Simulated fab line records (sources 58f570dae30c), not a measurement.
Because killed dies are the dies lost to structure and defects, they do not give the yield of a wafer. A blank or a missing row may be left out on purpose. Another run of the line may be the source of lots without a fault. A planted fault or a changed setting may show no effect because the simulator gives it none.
Which tool did it? :: flow berkeley_cmos170 :: 7 lots, 21 wafers sampled, at 1 step of a route of 331

WHAT EACH GAUGE READ, for each wafer
UCB170_GATE_THK_MEAS_02.
lot: L894
measured: day 7 13:11
on: film_metro-01
GATE_OXIDE_THK (nm): 6.46 6.41 6.51

lot: L897
measured: day 7 19:20
on: film_metro-04
GATE_OXIDE_THK (nm): 6.78 6.74 6.82

lot: L899
measured: day 8 07:52
on: film_metro-04
GATE_OXIDE_THK (nm): 6.68 6.67 6.68

lot: L902
measured: day 9 03:24
on: film_metro-01
GATE_OXIDE_THK (nm): 6.64 6.68 6.63

lot: L904
measured: day 9 03:28
on: film_metro-02
GATE_OXIDE_THK (nm): 6.58 6.41 6.59

lot: L909
measured: day 10 01:03
on: film_metro-02
GATE_OXIDE_THK (nm): 6.67 6.65 6.66

lot: L914
measured: day 10 17:32
on: film_metro-04
GATE_OXIDE_THK (nm): 6.60 6.64 6.61

WHAT TOOL EACH LOT RAN ON (gives the tool, then ch and the chambers of the sampled wafers, and finally the start)
Before these readings, the record contains no process step.

THE ANSWER, worked out from the rows above alone
Rule: the lots themselves supply what counts as usual. Put in order of their means at a reading, lots are off if they are a third of the lots or fewer, leave a main group of 4 or more, and stand apart from it by a gap of 3 or more times the standard deviation of the main group's means; of several such gaps the widest counts. A main group is skipped when, at the precision printed for the reading in the tables above, its means are all equal. Also off: a lot with no number at a reading for which 4 or more lots have one. The other lots that the step has rows for count as sound.
Nothing can be told from this: no lot is off at any reading shown.

WHAT THE SIMULATOR PUT IN
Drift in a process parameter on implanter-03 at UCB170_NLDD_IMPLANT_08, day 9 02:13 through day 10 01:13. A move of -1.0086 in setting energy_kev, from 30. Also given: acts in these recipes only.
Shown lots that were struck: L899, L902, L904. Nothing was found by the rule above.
